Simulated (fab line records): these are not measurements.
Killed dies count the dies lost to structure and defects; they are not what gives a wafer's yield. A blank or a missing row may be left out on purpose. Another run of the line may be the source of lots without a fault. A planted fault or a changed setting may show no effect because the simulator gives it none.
Struck lot and sound lot, side by side	flow rit cmos	43 steps out of a route of 202
Sound: the wafers L717.2, L717.3, L717.6. Struck: wafers L728.4, L728.6. (L728.5 of the same lot was not struck and is left out.) The cause comes at the end.
At each step with rows: each side's tool, then ch and its chambers, then its first start. Under that, the readings that differ: sound wafers	struck wafers	difference of the means	sigmas: that difference in standard deviations of wafers without a fault.
alike: readings whose means differ by less than 2 such deviations, and words and numbers that are the same on both sides. not compared: withheld readings, readings that some wafer has no value for, bounds like >300 that may hide the same value, and numbers for which the record gives no deviation and whose values overlap.
A row with sigmas, a row that says differs or no value, or rows on one side alone: a step with any of these is where the two part. Numbers that don't overlap but have no deviation are shown without sigmas and don't part them. A reading that every wafer of one side lacks parts them only if that side has two wafers or more.

first, 2 steps without rows for these wafers: RIT_REOX_CLEAN_02 (cleans in SC2, time 600 s); RIT_REOX_OXIDATION_03 (target thk 25.2 nm, ox time 5580 s).
RIT_REOX_THK_MEAS_04:
  sound: film metro-03 at day 3 07:32; struck: film metro-03 at day 5 10:29
  alike: REOX_OXIDE_THK
then, 6 steps without rows for these wafers: RIT_NLDD_HMDS_00 (prime time 60 s); RIT_NLDD_COAT_01 (resist thk 1000 nm); RIT_NLDD_SOFTBAKE_02 (time 60 s); RIT_NLDD_EXPOSE_03 (exposes mask M7, target cd 40700 nm); RIT_NLDD_PEB_04; RIT_NLDD_DEVELOP_05 (develop time 50 s).
RIT_NLDD_OVL_MEAS_06:
  sound: overlay-02 at day 3 08:34; struck: overlay-02 at day 5 11:23
  alike: NLDD_OVL
then, 2 steps without rows for these wafers: RIT_NLDD_HARDBAKE_07 (time 60 s); RIT_NLDD_IMPLANT_08.
RIT_NLDD_STRIP_09: strips in O2, time 180 s.
  sound on plasma asher-03 ch 0,1, day 3 08:53; struck on plasma asher-02 ch 1, day 5 11:45
  alike: drypump motor current A
  not compared: rf hours counter h
RIT_NLDD_TW_MEAS_10:
  sound: film metro-02 at day 3 09:04; struck: film metro-02 at day 5 12:01
  alike: NLDD_TW
then, 6 steps without rows for these wafers: RIT_PLDD_HMDS_00 (prime time 60 s); RIT_PLDD_COAT_01 (resist thk 1000 nm); RIT_PLDD_SOFTBAKE_02 (time 60 s); RIT_PLDD_EXPOSE_03 (exposes mask M8, target cd 40900 nm); RIT_PLDD_PEB_04; RIT_PLDD_DEVELOP_05 (develop time 50 s).
RIT_PLDD_OVL_MEAS_06:
  sound: overlay-01 at day 3 10:06; struck: overlay-02 at day 5 12:55
  alike: PLDD_OVL
then, 2 steps without rows for these wafers: RIT_PLDD_HARDBAKE_07 (time 60 s); RIT_PLDD_IMPLANT_08.
RIT_PLDD_STRIP_09: strips in O2, time 180 s.
  sound on plasma asher-02 ch 0,1, day 3 10:26; struck on plasma asher-04 ch 1, day 5 13:21
  alike: drypump motor current A
  not compared: rf hours counter h
RIT_PLDD_TW_MEAS_10:
  sound: film metro-02 at day 3 10:37; struck: film metro-03 at day 5 13:30
reading	sound	struck	difference	sigmas
PLDD_TW	2327 2336 2337	2388 2373	+47	+3
then, 4 steps without rows for these wafers: RIT_SPACER_CLEAN_00 (cleans in SC1, time 600 s); RIT_SPACER_CLEAN_01 (cleans in dHF, time 30 s); RIT_SPACER_CLEAN_02 (cleans in SC2, time 600 s); RIT_SPACER_CVD_03 (deposits Si3N4 from SiH2Cl2/NH3, target thk 250 nm, time 3300 s).
RIT_SPACER_THK_MEAS_04:
  sound: film metro-03 at day 3 13:09; struck: film metro-02 at day 5 16:50
reading	sound	struck	difference	sigmas
SPACER_NITRIDE_THK (nm)	252.2 251.8 252.4	247.6 246.4	-5.1	-2
RIT_SPACER_ETCHBACK_05: etches Si3N4 in SF6/CHF3, stops on SiO2, target depth 250 nm, time 240 s.
  sound on rie diel-03 ch 1,2, day 3 13:12; struck on rie diel-01 ch 3, day 5 16:52
  alike: drypump motor current A, oes product au, throttle valve pct
  not compared: rf hours counter h
then, 6 steps without rows for these wafers: RIT_NSD_HMDS_00 (prime time 60 s); RIT_NSD_COAT_01 (resist thk 1000 nm); RIT_NSD_SOFTBAKE_02 (time 60 s); RIT_NSD_EXPOSE_03 (exposes mask M9, target cd 40700 nm); RIT_NSD_PEB_04; RIT_NSD_DEVELOP_05 (develop time 50 s).
RIT_NSD_OVL_MEAS_06:
  sound: overlay-01 at day 3 14:20; struck: overlay-02 at day 5 17:53
  alike: NSD_OVL
then, 2 steps without rows for these wafers: RIT_NSD_HARDBAKE_07 (time 60 s); RIT_NSD_IMPLANT_08.
RIT_NSD_STRIP_09: strips in O2, time 180 s.
  sound on plasma asher-01 ch 0,1, day 3 14:40; struck on plasma asher-03 ch 0,1, day 5 18:16
  alike: drypump motor current A
  not compared: rf hours counter h
RIT_NSD_TW_MEAS_10:
  sound: film metro-03 at day 3 14:51; struck: film metro-01 at day 5 18:25
  alike: NSD_TW
RIT_M1_PROBE_99:
  sound: prober-01 at day 4 00:23; struck: prober-02 at day 6 04:08
reading	sound	struck	difference	sigmas
killed at front end	5 6 9	37 31	+27	+9
killed dies	5 6 9	38 31	+28	+9
  alike: killed at contacts, killed open, killed short

WHERE THEY PART
First at RIT_PLDD_TW_MEAS_10; last, within this record, at RIT_M1_PROBE_99.

WHY: what the simulator had put in
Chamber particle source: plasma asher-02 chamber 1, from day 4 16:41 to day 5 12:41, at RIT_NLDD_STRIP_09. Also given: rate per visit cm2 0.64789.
